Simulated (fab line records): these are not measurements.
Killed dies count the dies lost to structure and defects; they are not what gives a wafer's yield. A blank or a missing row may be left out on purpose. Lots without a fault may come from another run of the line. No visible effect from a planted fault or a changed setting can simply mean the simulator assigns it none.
fab line records -- flow berkeleyCmos170
record: lots: 5, wafers: 23
route steps=331 shown NWELL@21 ACTIVE@65 SACOX@98 GATE@133
startH: hours from the record's first day to the start of the lot's first wafer shown -- waitH: how many hours have passed since the lot's step before this one -- " as in the row above -- L1.1+2: one row covering several wafers at once -- - no value present, or no start provided -- * or withheld: withheld -- < > ~ a bound
route shown NAME@n: names a module that has steps shown in the file, with the first one's number in the route -- usual: mean/standard deviation taken from wafers without a fault -- same: alike in all rows -- chamber/n: place in a boat -- sites: readings site by site -- _std_site: the values' standard deviation -- _edge_site: mean of outer sites minus mean of inner sites -- radiusMm: for every site, how far away it sits from the centre of the wafer -- mask NAME#n: copy n -- behind: tool/chamber where the wafer was last shaped -- hold: reason for holding the lot/hours on hold/outcome of the hold -- device: names the non-switching transistor (n, p or np) -- end of line: the same wafers' tests at the end of the route -- a step with no rows: only its recipe -- killed: the dies lost at the first sort to structure and to defects; this is not the yield of the wafer -- map: a wafer's dies, marking killed ones x, the rest . and places with no die _
set.NAME: the setting that was run; set.NAME@STEP: the one run at that earlier step -- model.NAME: the simulator's own value behind a step, which no gauge read
lots where settings were altered on purpose, with a table for each step and a row for each wafer
== steps ==
step: UCB170_NWELL_COAT_07
recipe: resist: KrF, spinRpm: 1500, resistThkNm: 900
lot.wafer,tool,chamber,startH,waitH,set.spinRpm,model.KrF_of_NWELL_COAT_07.thkNm
L076.1+2,lithoTrack-01,0,42.73,0.1,1560,883
L076.3,lithoTrack-01,0,42.73,0.1,1560,884.3
L076.4,lithoTrack-01,0,42.73,0.1,1500,900.3
L076.5,lithoTrack-01,0,42.73,0.1,1500,903.6
L078.1,lithoTrack-01,0,57.71,0.1,1500,905.5
L078.4,lithoTrack-01,0,57.71,0.1,1500,904.2
L078.6,lithoTrack-01,0,57.71,0.1,1500,906.6
L081.1,lithoTrack-01,0,69.08,0.1,1607,868.2
L081.2,lithoTrack-01,0,69.08,0.1,1500,896.6
L081.3,lithoTrack-01,0,69.08,0.1,1500,900.1
L081.5,lithoTrack-01,0,69.08,0.1,1500,896.3
L081.6,lithoTrack-01,0,69.08,0.1,1607,867.6
L084.1,lithoTrack-04,0,80.43,0.1,1607,867.5
L084.2,lithoTrack-04,0,80.43,0.1,1500,899
L084.3,lithoTrack-04,0,80.43,0.1,1500,898.8
L084.5,lithoTrack-04,0,80.43,0.1,1607,869.9
L084.6,lithoTrack-04,0,80.43,0.1,1500,896.6
L085.2,lithoTrack-04,0,84.95,0.1,1500,901.9
L085.3,lithoTrack-04,0,84.95,0.1,1500,901.2
L085.4,lithoTrack-04,0,84.95,0.1,1574,880
L085.5,lithoTrack-04,0,84.95,0.1,1500,902.2
L085.6,lithoTrack-04,0,84.95,0.1,1574,880.7
step: UCB170_NWELL_ETCH_13
recipe: chemistry: CH3F/Ar/O2, target: Si3N4, stopOn: SiO2, CH3F_flow_sccm: 20, Ar_flow_sccm: 50, O2_flow_sccm: 7, pressureMtorr: 50, rfW: 450, targetDepthA: 2464, overEtchFrac: 0.1, timeS: 154
lot.wafer,tool,chamber,startH,waitH,set.rfW,set.spinRpm@NWELL_COAT_07,model.KrF_of_NWELL_COAT_07.thkNm
L076.1,rieDiel-03,3,43.73,0.0,450,1560,704.6
L076.2,rieDiel-03,2,43.73,0.0,473.6,1560,703.4
L076.3,rieDiel-03,0,43.73,0.0,450,1560,706.3
L076.4,rieDiel-03,1,43.73,0.0,473.6,1500,716.5
L076.5,rieDiel-03,2,43.73,0.0,473.6,1500,723.2
L078.1,rieDiel-04,1,59.50,0.0,450,1500,732.1
L078.4,rieDiel-04,0,59.50,0.0,450,1500,731
L078.6,rieDiel-04,0,59.50,0.0,450,1500,732.6
L081.1,rieDiel-02,3,70.14,0.0,450,1607,691.8
L081.2,rieDiel-02,1,70.14,0.0,424.1,1500,725.7
L081.3,rieDiel-02,2,70.14,0.0,450,1500,726
L081.5,rieDiel-02,1,70.14,0.0,424.1,1500,723.6
L081.6,rieDiel-02,0,70.14,0.0,424.1,1607,693.7
L084.1,rieDiel-02,3,81.28,0.0,399,1607,700.4
L084.2,rieDiel-02,2,81.28,0.0,399,1500,732.7
L084.3,rieDiel-02,0,81.28,0.0,450,1500,719.2
L084.5,rieDiel-02,2,81.28,0.0,399,1607,705.1
L084.6,rieDiel-02,3,81.28,0.0,450,1500,718.1
L085.2,rieDiel-02,2,86.26,0.0,450,1500,726.3
L085.3,rieDiel-02,0,86.26,0.0,490.4,1500,716.1
L085.4,rieDiel-02,3,86.26,0.0,450,1574,704.5
L085.5,rieDiel-02,3,86.26,0.0,450,1500,726.6
L085.6,rieDiel-02,0,86.26,0.0,490.4,1574,695
step: UCB170_NWELL_IMPLANT_14
recipe: species: P, doseCm2: 1.016e+13, energyKev: 150, tiltDeg: 7
step: UCB170_NWELL_STRIP_15
recipe: chemistry: O2, powerW: 400, pressureMtorr: 3500, platenTempC: withheld, o2FlowSccm: 400, overashFraction: 0.5
usual: stripTimeToEndpointS: 18.06/0.093
lot.wafer,tool,chamber,startH,waitH,set.spinRpm@NWELL_COAT_07,set.rfW@NWELL_ETCH_13,stripTimeToEndpointS
L076.1,plasmaAsher-04,1,43.98,0.1,1560,450,17.61
L076.2,plasmaAsher-04,0,43.98,0.1,1560,473.6,17.59
L076.3,plasmaAsher-04,1,43.98,0.1,1560,450,17.65
L076.4,plasmaAsher-04,0,43.98,0.1,1500,473.6,17.89
L076.5,plasmaAsher-04,1,43.98,0.1,1500,473.6,18.05
L078.1,plasmaAsher-02,0,59.75,0.1,1500,450,18.29
L078.4,plasmaAsher-02,1,59.75,0.1,1500,450,18.23
L078.6,plasmaAsher-02,0,59.75,0.1,1500,450,18.29
L081.1,plasmaAsher-02,1,70.39,0.1,1607,450,17.31
L081.2,plasmaAsher-02,0,70.39,0.1,1500,424.1,18.12
L081.3,plasmaAsher-02,0,70.39,0.1,1500,450,18.11
L081.5,plasmaAsher-02,0,70.39,0.1,1500,424.1,18.06
L081.6,plasmaAsher-02,1,70.39,0.1,1607,424.1,17.36
L084.1,plasmaAsher-03,0,81.54,0.1,1607,399,17.51
L084.2,plasmaAsher-03,1,81.54,0.1,1500,399,18.28
L084.3,plasmaAsher-03,0,81.54,0.1,1500,450,17.96
L084.5,plasmaAsher-03,1,81.54,0.1,1607,399,17.64
L084.6,plasmaAsher-03,0,81.54,0.1,1500,450,17.93
L085.2,plasmaAsher-02,1,86.51,0.1,1500,450,18.14
L085.3,plasmaAsher-02,0,86.51,0.1,1500,490.4,17.88
L085.4,plasmaAsher-02,1,86.51,0.1,1574,450,17.61
L085.5,plasmaAsher-02,0,86.51,0.1,1500,450,18.15
L085.6,plasmaAsher-02,1,86.51,0.1,1574,490.4,17.39
step: UCB170_ACTIVE_CVD_05
recipe: material: Si3N4, targetThkNm: 220, tempC: 800, precursor: SiH2Cl2/NH3, timeS: 3300, pressureMtorr: 200, sih2cl2FlowSccm: 25, nh3FlowSccm: 75
lot.wafer,tool,chamber,startH,waitH,set.pressureMtorr,model.Si3N4_of_ACTIVE_CVD_05.thkNm
L076.1,-,-,-,0.1,226.8,226.4
L076.2,-,-,-,0.1,226.8,228.8
L076.3,-,-,-,0.1,226.8,228.5
L076.4,-,-,-,0.1,226.8,228.2
L076.5,-,-,-,0.1,226.8,227.9
L078.1,lpcvd-02,0,104.57,0.0,200,220.1
L078.4,lpcvd-02,0,104.57,0.0,200,220
L078.6,lpcvd-02,0,104.57,0.0,200,219.9
L081.1,-,-,-,0.7,228.9,227.3
L081.2,-,-,-,0.7,228.9,229
L081.3,-,-,-,0.7,228.9,228
L081.5,-,-,-,0.7,228.9,227.1
L081.6,-,-,-,0.7,228.9,229.3
L084.1,-,-,-,0.0,200,217.8
L084.2,-,-,-,0.0,200,217.3
L084.3+5,-,-,-,0.0,200,218.4
L084.6,-,-,-,0.0,200,219.3
L085.2,-,-,-,1.7,200,217.9
L085.3,-,-,-,1.7,200,218.9
L085.4+5,-,-,-,1.7,200,219.9
L085.6,-,-,-,1.7,200,219.2
step: UCB170_ACTIVE_THK_MEAS_06
recipe: reads: Si3N4_of_ACTIVE_CVD_05
usual: ACTIVE_NITRIDE_THK: 219.5/1.7
lot.wafer,tool,chamber,startH,waitH,set.pressureMtorr@ACTIVE_CVD_05,ACTIVE_NITRIDE_THK[nm]
L076.1,filmMetro-04,-,-,-,226.8,226.4
L076.2,filmMetro-04,-,-,-,226.8,228.9
L076.3,filmMetro-04,-,-,-,226.8,228.3
L076.4,filmMetro-04,-,-,-,226.8,228.3
L076.5,filmMetro-04,-,-,-,226.8,227.7
L078.1,filmMetro-01,-,106.48,0.0,200,219.9
L078.4,filmMetro-01,-,106.48,0.0,200,220.1
L078.6,filmMetro-01,-,106.48,0.0,200,219.9
L081.1,filmMetro-02,-,-,-,228.9,227.2
L081.2,filmMetro-02,-,-,-,228.9,228.9
L081.3,filmMetro-02,-,-,-,228.9,227.9
L081.5,filmMetro-02,-,-,-,228.9,227.0
L081.6,filmMetro-02,-,-,-,228.9,229.2
L084.1,filmMetro-04,-,-,-,200,217.8
L084.2,filmMetro-04,-,-,-,200,217.5
L084.3,filmMetro-04,-,-,-,200,218.5
L084.5,filmMetro-04,-,-,-,200,218.3
L084.6,filmMetro-04,-,-,-,200,219.4
L085.2,filmMetro-02,-,-,-,200,217.9
L085.3,filmMetro-02,-,-,-,200,218.8
L085.4,filmMetro-02,-,-,-,200,220.0
L085.5,filmMetro-02,-,-,-,200,219.8
L085.6,filmMetro-02,-,-,-,200,219.2
step: UCB170_ACTIVE_EXPOSE_10
recipe: maskId: ACTIVE, targetCdNm: 1200, na: 0.5, sigmaOuter: 0.6, sourceShape: conventional, doseMj: 20
lot.wafer,tool,chamber,startH,waitH,mask,set.doseMj
L076.1+3+5,krfScanner-01,0,89.97,0.3,ACTIVE#0,20.8
L076.2+4,krfScanner-01,0,89.97,0.3,ACTIVE#0,20
L078.1+4+6,krfScanner-01,0,107.36,0.5,ACTIVE#0,20
L081.1+5,krfScanner-02,0,119.65,0.1,ACTIVE#0,21.46
L081.2+3+6,krfScanner-02,0,119.65,0.1,ACTIVE#0,20
L084.1+3,krfScanner-01,0,127.48,0.2,ACTIVE#0,19.11
L084.2+5+6,krfScanner-01,0,127.48,0.2,ACTIVE#0,20
L085.2+3+6,krfScanner-01,0,134.56,0.1,ACTIVE#0,20.71
L085.4+5,krfScanner-01,0,134.56,0.1,ACTIVE#0,20
step: UCB170_ACTIVE_PEB_11
recipe: pebTempC: 130, pebTimeS: withheld, resist: KrF
step: UCB170_ACTIVE_DEVELOP_12
recipe: developer: TMAH, developTimeS: 45, resist: KrF, devTempC: 21
step: UCB170_ACTIVE_CD_MEAS_13
recipe: targetCdNm: 1200
usual: cdNm: 1199.9/1.4
lot.wafer,tool,chamber,startH,waitH,set.doseMj@ACTIVE_EXPOSE_10,cdNm
L076.1,cdSem-02,-,90.39,-,20.8,1192.7
L076.2,cdSem-02,-,90.39,-,20,1199.6
L076.3,cdSem-02,-,90.39,-,20.8,1192.9
L076.4,cdSem-02,-,90.39,-,20,1199.3
L076.5,cdSem-02,-,90.39,-,20.8,1191.9
L078.1,cdSem-01,-,107.99,-,20,1201.2
L078.4,cdSem-01,-,107.99,-,20,1200.9
L078.6,cdSem-01,-,107.99,-,20,1202.0
L081.1,cdSem-01,-,120.06,-,21.46,1185.4
L081.2,cdSem-01,-,120.06,-,20,1199.5
L081.3,cdSem-01,-,120.06,-,20,1199.5
L081.5,cdSem-01,-,120.06,-,21.46,1186.6
L081.6,cdSem-01,-,120.06,-,20,1199.4
L084.1,cdSem-01,-,128.16,-,19.11,1210.5
L084.2,cdSem-01,-,128.16,-,20,1202.5
L084.3,cdSem-01,-,128.16,-,19.11,1209.6
L084.5,cdSem-01,-,128.16,-,20,1201.7
L084.6,cdSem-01,-,128.16,-,20,1203.1
L085.2,cdSem-01,-,135.12,-,20.71,1193.7
L085.3,cdSem-01,-,135.12,-,20.71,1195.4
L085.4,cdSem-01,-,135.12,-,20,1201.0
L085.5,cdSem-01,-,135.12,-,20,1200.5
L085.6,cdSem-01,-,135.12,-,20.71,1194.8
step: UCB170_ACTIVE_ETCH_15
recipe: chemistry: CH3F/Ar/O2, target: Si3N4, stopOn: SiO2, CH3F_flow_sccm: 20, Ar_flow_sccm: 50, O2_flow_sccm: 7, pressureMtorr: 50, rfW: 450, targetDepthA: 2420, overEtchFrac: 0.1, timeS: 151
lot.wafer,tool,chamber,startH,waitH,set.pressureMtorr@ACTIVE_CVD_05,set.doseMj@ACTIVE_EXPOSE_10,model.etch.depthNm,model.ACTIVE.cdNm
L076.1,rieDiel-01,3,90.54,0.0,226.8,20.8,226.4,1192
L076.2,rieDiel-01,1,90.54,0.0,226.8,20,228.8,1199
L076.3,rieDiel-01,0,90.54,0.0,226.8,20.8,228.5,1193
L076.4,rieDiel-01,2,90.54,0.0,226.8,20,228.2,1200
L076.5,rieDiel-01,1,90.54,0.0,226.8,20.8,227.9,1192
L078.1,rieDiel-01,3,108.15,0.0,200,20,220.1,1201
L078.4,rieDiel-01,2,108.15,0.0,200,20,220,1201
L078.6,rieDiel-01,1,108.15,0.0,200,20,219.9,1202
L081.1,rieDiel-01,2,120.21,0.0,228.9,21.46,227.3,1186
L081.2,rieDiel-01,3,120.21,0.0,228.9,20,229,1199
L081.3,rieDiel-01,0,120.21,0.0,228.9,20,228,1199
L081.5,rieDiel-01,0,120.21,0.0,228.9,21.46,227.1,1186
L081.6,rieDiel-01,3,120.21,0.0,228.9,20,229.3,1199
L084.1,rieDiel-01,2,128.31,0.0,200,19.11,217.8,1210
L084.2,rieDiel-01,3,128.31,0.0,200,20,217.3,1202
L084.3,rieDiel-01,1,128.31,0.0,200,19.11,218.4,1209
L084.5,rieDiel-01,1,128.31,0.0,200,20,218.4,1202
L084.6,rieDiel-01,0,128.31,0.0,200,20,219.3,1203
L085.2,rieDiel-04,1,135.26,0.0,200,20.71,217.9,1194
L085.3,rieDiel-04,0,135.26,0.0,200,20.71,218.9,1195
L085.4,rieDiel-04,3,135.26,0.0,200,20,219.9,1201
L085.5,rieDiel-04,3,135.26,0.0,200,20,219.9,1200
L085.6,rieDiel-04,0,135.26,0.0,200,20.71,219.2,1195
step: UCB170_ACTIVE_STRIP_16
recipe: chemistry: O2, powerW: 400, pressureMtorr: 3500, platenTempC: withheld, o2FlowSccm: 400, overashFraction: 0.5
step: UCB170_ACTIVE_CD_MEAS_90
recipe: targetCdNm: 1200
usual: cdNm: 1199.8/1.4
lot.wafer,tool,chamber,startH,waitH,set.doseMj@ACTIVE_EXPOSE_10,cdNm
L076.1,cdSem-01,-,90.74,0.1,20.8,1192.4
L076.2,cdSem-01,-,90.74,0.1,20,1199.5
L076.3,cdSem-01,-,90.74,0.1,20.8,1192.5
L076.4,cdSem-01,-,90.74,0.1,20,1199.9
L076.5,cdSem-01,-,90.74,0.1,20.8,1191.9
L078.1,cdSem-02,-,108.35,0.1,20,1201.1
L078.4,cdSem-02,-,108.35,0.1,20,1201.1
L078.6,cdSem-02,-,108.35,0.1,20,1202.0
L081.1,cdSem-01,-,120.45,0.1,21.46,1185.5
L081.2,cdSem-01,-,120.45,0.1,20,1199.0
L081.3,cdSem-01,-,120.45,0.1,20,1199.3
L081.5,cdSem-01,-,120.45,0.1,21.46,1186.2
L081.6,cdSem-01,-,120.45,0.1,20,1199.4
L084.1,cdSem-01,-,128.51,0.1,19.11,1209.9
L084.2,cdSem-01,-,128.51,0.1,20,1202.5
L084.3,cdSem-01,-,128.51,0.1,19.11,1209.4
L084.5,cdSem-01,-,128.51,0.1,20,1201.7
L084.6,cdSem-01,-,128.51,0.1,20,1202.5
L085.2,cdSem-01,-,135.52,0.1,20.71,1193.8
L085.3,cdSem-01,-,135.52,0.1,20.71,1195.6
L085.4,cdSem-01,-,135.52,0.1,20,1200.8
L085.5,cdSem-01,-,135.52,0.1,20,1200.4
L085.6,cdSem-01,-,135.52,0.1,20.71,1195.2
step: UCB170_SACOX_OXIDATION_01
recipe: tempC: 900, ambient: O2, targetThkA: 144, oxTimeS: 2400
lot.wafer,tool,chamber,startH,waitH,set.oxTimeS,model.SiO2_of_SACOX_OXIDATION_01.thkNm
L076.1,-,-,-,2.3,2585,15.43
L076.2,-,-,-,2.3,2585,15.27
L076.3,-,-,-,2.3,2585,15.36
L076.4,-,-,-,2.3,2585,15.28
L076.5,-,-,-,2.3,2585,15.35
L078.1,furnace-02,0,127.35,3.3,2400,14.58
L078.4,furnace-02,0,127.35,3.3,2400,14.57
L078.6,furnace-02,0,127.35,3.3,2400,14.32
L081.1,-,-,-,1.9,2522,14.61
L081.2,-,-,-,1.9,2522,14.57
L081.3,-,-,-,1.9,2522,14.89
L081.5,-,-,-,1.9,2522,14.53
L081.6,-,-,-,1.9,2522,14.67
L084.1,-,-,-,0.7,2707,15.7
L084.2,-,-,-,0.7,2707,15.67
L084.3,-,-,-,0.7,2707,15.34
L084.5,-,-,-,0.7,2707,15.48
L084.6,-,-,-,0.7,2707,15.47
L085.2,-,-,-,3.9,2684,15.58
L085.3,-,-,-,3.9,2684,15.68
L085.4,-,-,-,3.9,2684,15.56
L085.5,-,-,-,3.9,2684,15.57
L085.6,-,-,-,3.9,2684,15.72
step: UCB170_GATE_COAT_07
recipe: resist: KrF, spinRpm: 1500, resistThkNm: 900
lot.wafer,tool,chamber,startH,waitH,set.spinRpm,model.KrF_of_GATE_COAT_07.thkNm
L076.1,lithoTrack-03,0,-,-,1500,902.8
L076.2,lithoTrack-03,0,-,-,1500,904.4
L076.3,lithoTrack-03,0,-,-,1500,901
L076.4,lithoTrack-03,0,-,-,1500,900
L076.5,lithoTrack-03,0,-,-,1500,903.7
L078.1,lithoTrack-01,0,-,-,1500,901.7
L078.4,lithoTrack-01,0,-,-,1500,903.8
L078.6,lithoTrack-01,0,-,-,1500,901.3
L081.1,lithoTrack-03,0,-,-,1607,864.8
L081.2,lithoTrack-03,0,-,-,1607,867.7
L081.3,lithoTrack-03,0,-,-,1500,895.7
L081.5,lithoTrack-03,0,-,-,1500,900.3
L081.6,lithoTrack-03,0,-,-,1607,867.4
L084.1,lithoTrack-01,0,-,-,1500,899.6
L084.2,lithoTrack-01,0,-,-,1500,897.6
L084.3,lithoTrack-01,0,-,-,1500,898.3
L084.5,lithoTrack-01,0,-,-,1500,898.8
L084.6,lithoTrack-01,0,-,-,1500,896.2
L085.2,lithoTrack-04,0,-,-,1455,911.9
L085.3,lithoTrack-04,0,-,-,1455,915.1
L085.4,lithoTrack-04,0,-,-,1455,914.9
L085.5,lithoTrack-04,0,-,-,1500,901
L085.6,lithoTrack-04,0,-,-,1500,901.9
step: UCB170_GATE_PEB_10
recipe: pebTempC: 130, pebTimeS: withheld, resist: KrF
lot.wafer,tool,chamber,startH,waitH,set.pebTempC
L076.1+3,lithoTrack-03,0,132.34,0.1,126.8
L076.2+4+5,lithoTrack-03,0,132.34,0.1,130
L078.1+4+6,lithoTrack-03,0,150.78,0.2,130
L081.1+2,lithoTrack-03,0,159.81,0.1,126.7
L081.3+5+6,lithoTrack-03,0,159.81,0.1,130
L084.1+2,lithoTrack-04,0,170.18,0.5,127.4
L084.3+5+6,lithoTrack-04,0,170.18,0.5,130
L085.2+3,lithoTrack-04,0,181.53,0.3,133.2
L085.4+5+6,lithoTrack-04,0,181.53,0.3,130
step: UCB170_GATE_DEVELOP_11
recipe: developer: TMAH, developTimeS: 45, resist: KrF, devTempC: 21
step: UCB170_GATE_CD_MEAS_12
recipe: targetCdNm: 350
usual: cdNm: 350.3/1.5
lot.wafer,tool,chamber,startH,waitH,set.pebTempC@GATE_PEB_10,cdNm
L076.1,cdSem-02,-,132.62,-,126.8,373.6
L076.2,cdSem-02,-,132.62,-,130,348.4
L076.3,cdSem-02,-,132.62,-,126.8,373.3
L076.4,cdSem-02,-,132.62,-,130,348.9
L076.5,cdSem-02,-,132.62,-,130,349.5
L078.1,cdSem-02,-,151.06,-,130,350.0
L078.4,cdSem-02,-,151.06,-,130,349.5
L078.6,cdSem-02,-,151.06,-,130,351.2
L081.1,cdSem-01,-,160.08,-,126.7,375.2
L081.2,cdSem-01,-,160.08,-,126.7,375.6
L081.3,cdSem-01,-,160.08,-,130,351.0
L081.5,cdSem-01,-,160.08,-,130,349.9
L081.6,cdSem-01,-,160.08,-,130,348.9
L084.1,cdSem-01,-,170.45,-,127.4,369.7
L084.2,cdSem-01,-,170.45,-,127.4,369.1
L084.3,cdSem-01,-,170.45,-,130,350.4
L084.5,cdSem-01,-,170.45,-,130,350.4
L084.6,cdSem-01,-,170.45,-,130,349.6
L085.2,cdSem-02,-,181.98,-,133.2,333.8
L085.3,cdSem-02,-,181.98,-,133.2,332.7
L085.4,cdSem-02,-,181.98,-,130,352.3
L085.5,cdSem-02,-,181.98,-,130,350.4
L085.6,cdSem-02,-,181.98,-,130,351.8
step: UCB170_GATE_ETCH_14
recipe: chemistry: N2/H2, targetDepthA: withheld, overetchA: withheld, target: BARC, timeS: withheld, sourceW: 500, biasW: 100, pressureMtorr: 30, n2FlowSccm: 100, h2FlowSccm: 200
step: UCB170_GATE_ETCH_15
recipe: chemistry: HBr/Cl2, target: poly-Si, stopOn: SiO2, overEtchFrac: 0.3, icpW: 300, biasW: 150, timeS: 54.5, pressureMtorr: 15, HBr_flow_sccm: 150, Cl2_flow_sccm: 50, targetDepthA: 2782
lot.wafer,tool,chamber,startH,waitH,set.spinRpm@GATE_COAT_07,set.pebTempC@GATE_PEB_10,model.GATE.cdNm,model.KrF_of_GATE_COAT_07.thkNm
L076.1,rieSi-02,1,132.81,-,1500,126.8,374.1,784.3
L076.2,rieSi-02,2,132.81,-,1500,130,348.7,785.1
L076.3,rieSi-02,0,132.81,-,1500,126.8,373.4,780.7
L076.4,rieSi-02,3,132.81,-,1500,130,349.2,781.6
L076.5,rieSi-02,0,132.81,-,1500,130,350.2,782.5
L078.1,rieSi-01,3,151.26,-,1500,130,350.6,780.8
L078.4,rieSi-01,3,151.26,-,1500,130,349.4,782.4
L078.6,rieSi-01,1,151.26,-,1500,130,351,781
L081.1,rieSi-01,3,160.28,-,1607,126.7,376,743.7
L081.2,rieSi-01,1,160.28,-,1607,126.7,375.6,747.4
L081.3,rieSi-01,2,160.28,-,1500,130,350.9,775.5
L081.5,rieSi-01,3,160.28,-,1500,130,349.2,779.7
L081.6,rieSi-01,1,160.28,-,1607,130,349.6,747.9
L084.1,rieSi-02,1,170.65,-,1500,127.4,369.9,780.3
L084.2,rieSi-02,3,170.65,-,1500,127.4,368.1,780.9
L084.3,rieSi-02,0,170.65,-,1500,130,349.7,778.3
L084.5,rieSi-02,0,170.65,-,1500,130,350.3,779.5
L084.6,rieSi-02,3,170.65,-,1500,130,349.2,779
L085.2,rieSi-02,2,182.16,-,1455,133.2,334.2,792.2
L085.3,rieSi-02,0,182.16,-,1455,133.2,332.9,794
L085.4,rieSi-02,3,182.16,-,1455,130,352.2,798.5
L085.5,rieSi-02,2,182.16,-,1500,130,351,781.2
L085.6,rieSi-02,3,182.16,-,1500,130,351.9,785.3
step: UCB170_GATE_STRIP_16
recipe: chemistry: O2, powerW: 400, pressureMtorr: 3500, platenTempC: withheld, o2FlowSccm: 400, overashFraction: 0.5
step: UCB170_GATE_CD_MEAS_90
recipe: targetCdNm: 350
usual: cdNm: 350.2/1.5
lot.wafer,tool,chamber,startH,waitH,set.pebTempC@GATE_PEB_10,cdNm
L076.1,cdSem-01,-,132.96,0.1,126.8,374.1
L076.2,cdSem-01,-,132.96,0.1,130,349.3
L076.3,cdSem-01,-,132.96,0.1,126.8,373.3
L076.4,cdSem-01,-,132.96,0.1,130,348.8
L076.5,cdSem-01,-,132.96,0.1,130,349.8
L078.1,cdSem-01,-,151.43,0.1,130,350.5
L078.4,cdSem-01,-,151.43,0.1,130,349.7
L078.6,cdSem-01,-,151.43,0.1,130,351.2
L081.1,cdSem-01,-,160.43,0.1,126.7,375.8
L081.2,cdSem-01,-,160.43,0.1,126.7,375.5
L081.3,cdSem-01,-,160.43,0.1,130,351.1
L081.5,cdSem-01,-,160.43,0.1,130,349.1
L081.6,cdSem-01,-,160.43,0.1,130,349.7
L084.1,cdSem-02,-,170.80,0.1,127.4,370.0
L084.2,cdSem-02,-,170.80,0.1,127.4,368.0
L084.3,cdSem-02,-,170.80,0.1,130,349.8
L084.5,cdSem-02,-,170.80,0.1,130,350.2
L084.6,cdSem-02,-,170.80,0.1,130,349.1
L085.2,cdSem-02,-,182.46,0.2,133.2,334.6
L085.3,cdSem-02,-,182.46,0.2,133.2,333.0
L085.4,cdSem-02,-,182.46,0.2,130,352.2
L085.5,cdSem-02,-,182.46,0.2,130,350.9
L085.6,cdSem-02,-,182.46,0.2,130,351.8
== key ==
split: step: UCB170_NWELL_COAT_07, setting: spinRpm, stated: 1500, by: wafer
response: step: UCB170_NWELL_COAT_07, reading: model.KrF_of_NWELL_COAT_07.thkNm, change: -4.24, per: 1%, r: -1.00
response: step: UCB170_NWELL_ETCH_13, reading: model.KrF_of_NWELL_COAT_07.thkNm, change: -3.89, per: 1%, r: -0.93
response: step: UCB170_NWELL_STRIP_15, reading: stripTimeToEndpointS, change: *, per: 1%, r: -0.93
split: step: UCB170_NWELL_ETCH_13, setting: rfW, stated: 450, by: wafer
response: step: UCB170_NWELL_ETCH_13, reading: model.KrF_of_NWELL_COAT_07.thkNm, slope: -0.995, per: 1%, togetherWith: spinRpm@NWELL_COAT_07, explained: 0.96
response: step: UCB170_NWELL_STRIP_15, reading: stripTimeToEndpointS, slope: *, per: 1%, togetherWith: spinRpm@NWELL_COAT_07, explained: 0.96
split: step: UCB170_ACTIVE_CVD_05, setting: pressureMtorr, stated: 200, by: lot
response: step: UCB170_ACTIVE_CVD_05, reading: model.Si3N4_of_ACTIVE_CVD_05.thkNm, change: +0.65, per: 1%, r: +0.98
response: step: UCB170_ACTIVE_THK_MEAS_06, reading: ACTIVE_NITRIDE_THK, change: +0.644, per: 1%, r: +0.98
response: step: UCB170_ACTIVE_ETCH_15, reading: model.etch.depthNm, change: +0.65, per: 1%, r: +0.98
split: step: UCB170_ACTIVE_EXPOSE_10, setting: doseMj, stated: 20, by: wafer
response: step: UCB170_ACTIVE_CD_MEAS_13, reading: cdNm, change: -1.79, per: 1%, r: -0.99
response: step: UCB170_ACTIVE_ETCH_15, reading: model.ACTIVE.cdNm, change: -1.77, per: 1%, r: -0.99
response: step: UCB170_ACTIVE_CD_MEAS_90, reading: cdNm, change: -1.77, per: 1%, r: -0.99
split: step: UCB170_SACOX_OXIDATION_01, setting: oxTimeS, stated: 2400, by: lot
response: step: UCB170_SACOX_OXIDATION_01, reading: model.SiO2_of_SACOX_OXIDATION_01.thkNm, change: +0.0968, per: 1%, r: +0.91
split: step: UCB170_GATE_COAT_07, setting: spinRpm, stated: 1500, by: wafer
response: step: UCB170_GATE_COAT_07, reading: model.KrF_of_GATE_COAT_07.thkNm, change: -4.36, per: 1%, r: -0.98
response: step: UCB170_GATE_ETCH_15, reading: model.KrF_of_GATE_COAT_07.thkNm, change: -4.31, per: 1%, r: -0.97
split: step: UCB170_GATE_PEB_10, setting: pebTempC, stated: 130, by: wafer
response: step: UCB170_GATE_CD_MEAS_12, reading: cdNm, change: -9.24, per: 1%, r: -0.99
response: step: UCB170_GATE_ETCH_15, reading: model.GATE.cdNm, change: -9.26, per: 1%, r: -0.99
response: step: UCB170_GATE_CD_MEAS_90, reading: cdNm, change: -9.21, per: 1%, r: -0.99
